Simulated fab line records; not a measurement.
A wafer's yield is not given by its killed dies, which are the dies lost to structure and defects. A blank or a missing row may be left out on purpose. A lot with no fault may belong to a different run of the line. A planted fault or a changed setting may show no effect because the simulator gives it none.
The tool behind it: which one? + flow rit cmos + 12 lots with 36 wafers sampled at 2 steps, on a route of 202 steps

== WHAT THE GAUGES READ, wafer by wafer ==
RIT_CONTACT_CD_MEAS_08 targets a cd of 1000 nm.
| lot  | measured    | on        | cd nm (nm)           |
|------|-------------|-----------|----------------------|
| L194 | day 3 05:35 | cd sem-02 | 994.3 996.4 996.9    |
| L195 | day 3 08:43 | cd sem-01 | 1001.0 1001.0 998.6  |
| L196 | day 3 13:01 | cd sem-02 | 1000.7 1001.6 999.4  |
| L197 | day 3 20:19 | cd sem-02 | 1000.0 1000.0 1000.9 |
| L198 | day 4 03:56 | cd sem-01 | 996.9 1001.0 999.5   |
| L199 | day 4 06:37 | cd sem-02 | 998.0 999.1 1002.5   |
| L203 | day 5 10:14 | cd sem-02 | 987.7 988.7 989.4    |
| L206 | day 5 18:19 | cd sem-01 | 992.5 991.2 992.0    |
| L209 | day 6 11:25 | cd sem-01 | 998.9 999.1 999.5    |
| L214 | day 7 08:11 | cd sem-02 | 1000.2 1000.4 998.5  |
| L216 | day 7 19:10 | cd sem-01 | 994.7 996.6 996.4    |
| L217 | day 7 22:36 | cd sem-01 | 1004.5 1001.9 1002.4 |

== TOOL THAT RAN EACH LOT (tool first, then ch and the chambers of the sampled wafers, then the start) ==
| lot  | RIT_CONTACT_DEVELOP_07           |
|------|----------------------------------|
| L194 | litho track-04 ch 0, day 3 05:00 |
| L195 | litho track-01 ch 0, day 3 08:00 |
| L196 | litho track-01 ch 0, day 3 12:00 |
| L197 | litho track-01 ch 0, day 3 20:00 |
| L198 | litho track-03 ch 0, day 4 03:00 |
| L199 | litho track-04 ch 0, day 4 06:00 |
| L203 | litho track-04 ch 0, day 5 09:00 |
| L206 | litho track-04 ch 0, day 5 18:00 |
| L209 | litho track-03 ch 0, day 6 11:00 |
| L214 | litho track-03 ch 0, day 7 07:00 |
| L216 | litho track-01 ch 0, day 7 18:00 |
| L217 | litho track-01 ch 0, day 7 22:00 |
- RIT_CONTACT_DEVELOP_07: develop time 120 s.

== WHAT THE TOOLS THEMSELVES READ (means of the sampled wafers that have a number; where no wafer has one, the mark that the record gives instead) ==
RIT_CONTACT_DEVELOP_07.
| lot  | tool           | developer temp C (C) | resist line temp C (C) |
|------|----------------|----------------------|------------------------|
| L194 | litho track-04 | 22.99                | 22.94                  |
| L195 | litho track-01 | 22.86                | 23.15                  |
| L196 | litho track-01 | 23.10                | 22.94                  |
| L197 | litho track-01 | 22.95                | 22.99                  |
| L198 | litho track-03 | 23.02                | 22.98                  |
| L199 | litho track-04 | 22.90                | 23.11                  |
| L203 | litho track-04 | 25.30                | 23.00                  |
| L206 | litho track-04 | 25.41                | 23.04                  |
| L209 | litho track-03 | 22.97                | 23.10                  |
| L214 | litho track-03 | 22.87                | 23.02                  |
| L216 | litho track-01 | 22.98                | 22.99                  |
| L217 | litho track-01 | 23.04                | 23.11                  |

== THE ANSWER, worked out from the rows above alone ==
Rule: what is usual is taken from the lots themselves. Put in order of their means at a reading, lots are off if they are a third of the lots or fewer, leave a main group of 4 or more, and stand apart from it by a gap of 3 or more times the standard deviation of the main group's means; of several such gaps the widest counts. The tables above print the reading to a certain number of digits; a main group whose means all agree to those digits is not used. Also off: a lot with no number at a reading for which 4 or more lots have one. The other lots that the step has rows for count as sound. Order of review: gauges by route order, followed by the tools' own readings, for which a lot's mean as printed above is used. At the first step where some lot is off, the reading lying furthest off is the one used; lots without a number count as furthest.
Off at RIT_CONTACT_DEVELOP_07 (developer temp C): L203, L206. The main group has a mean of 22.97 C with a standard deviation of 0.072.
A tool fits if, at that step or a process step before it, it ran every lot that is off, and no sound lot after the first of them. One candidate fits, namely litho track-04 at RIT_CONTACT_DEVELOP_07. Its last sound lot is L199 (day 4 06:00), its first lot that is off L203 (day 5 09:00): a fault that began between those two fits.
The tool's own readings at RIT_CONTACT_DEVELOP_07 bear it out: on the lots that are off they differ by more than 5 times the standard deviation of the sound lots' means. developer temp C reads 25.36 C there against 22.97 C on the sound lots.

== WHAT THE SIMULATOR PUT IN ==
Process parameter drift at RIT_CONTACT_DEVELOP_07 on litho track-04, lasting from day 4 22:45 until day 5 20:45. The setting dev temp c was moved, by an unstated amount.
Shown lots that were struck: L203, L206. The rule above found the same.
